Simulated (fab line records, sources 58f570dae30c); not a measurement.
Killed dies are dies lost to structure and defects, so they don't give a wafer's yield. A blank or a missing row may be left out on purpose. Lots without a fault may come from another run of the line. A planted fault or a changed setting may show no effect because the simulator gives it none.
Which tool did it? | flow berkeley_cmos170 | 7 lots, 21 wafers sampled, at 2 steps of a route of 331

WHAT THE GAUGES READ, wafer by wafer
UCB170_M2_RS_MEAS_02: measures by four-point-probe.
lot  | measured     | on            | M2_AL_RS (ohm/sq)
L418 | day 8 18:31  | film_metro-04 | 0.0319 0.0318 0.0322
L424 | day 9 15:23  | film_metro-03 | 0.0315 0.0319 0.0324
L428 | day 10 14:47 | film_metro-03 | 0.0322 0.0318 0.0320
L426 | day 10 15:08 | film_metro-04 | 0.0313 0.0318 0.0324
L429 | day 10 17:28 | film_metro-03 | 0.0324 0.0321 0.0319
L438 | day 13 09:40 | film_metro-03 | 0.0322 0.0324 0.0321
L440 | day 14 04:18 | film_metro-04 | 0.0321 0.0322 0.0328

WHICH TOOL RAN EACH LOT (tool, then ch and the chambers of the sampled wafers, then the start)
lot  | UCB170_M1_ETCH_11
L418 | rie_diel-01 ch 1,3, day 8 07:29
L424 | rie_diel-04 ch 0,1,3, day 9 10:44
L428 | rie_diel-01 ch 2,3, day 10 07:44
L426 | rie_diel-01 ch 0,2, day 10 08:31
L429 | rie_diel-04 ch 2,3, day 10 11:48
L438 | rie_diel-02 ch 2,3, day 13 03:50
L440 | rie_diel-04 ch 0,2,3, day 13 22:39
- UCB170_M1_ETCH_11: etches BARC in N2/H2.

THE ANSWER, worked out from the rows above alone
Rule: what is usual is taken from the lots themselves. Put in order of their means at a reading, lots are off if they are a third of the lots or fewer, leave a main group of 4 or more, and stand apart from it by a gap of 3 or more times the standard deviation of the main group's means; of several such gaps the widest counts. A main group whose means are all the same, to the digits that the tables above print for the reading, isn't used. A lot without any number at a reading at which 4 lots or more have one is off too. The other lots that the step has rows for count as sound.
No lot is off at any reading shown: from this, nothing can be told.

WHAT THE SIMULATOR HAD PUT IN
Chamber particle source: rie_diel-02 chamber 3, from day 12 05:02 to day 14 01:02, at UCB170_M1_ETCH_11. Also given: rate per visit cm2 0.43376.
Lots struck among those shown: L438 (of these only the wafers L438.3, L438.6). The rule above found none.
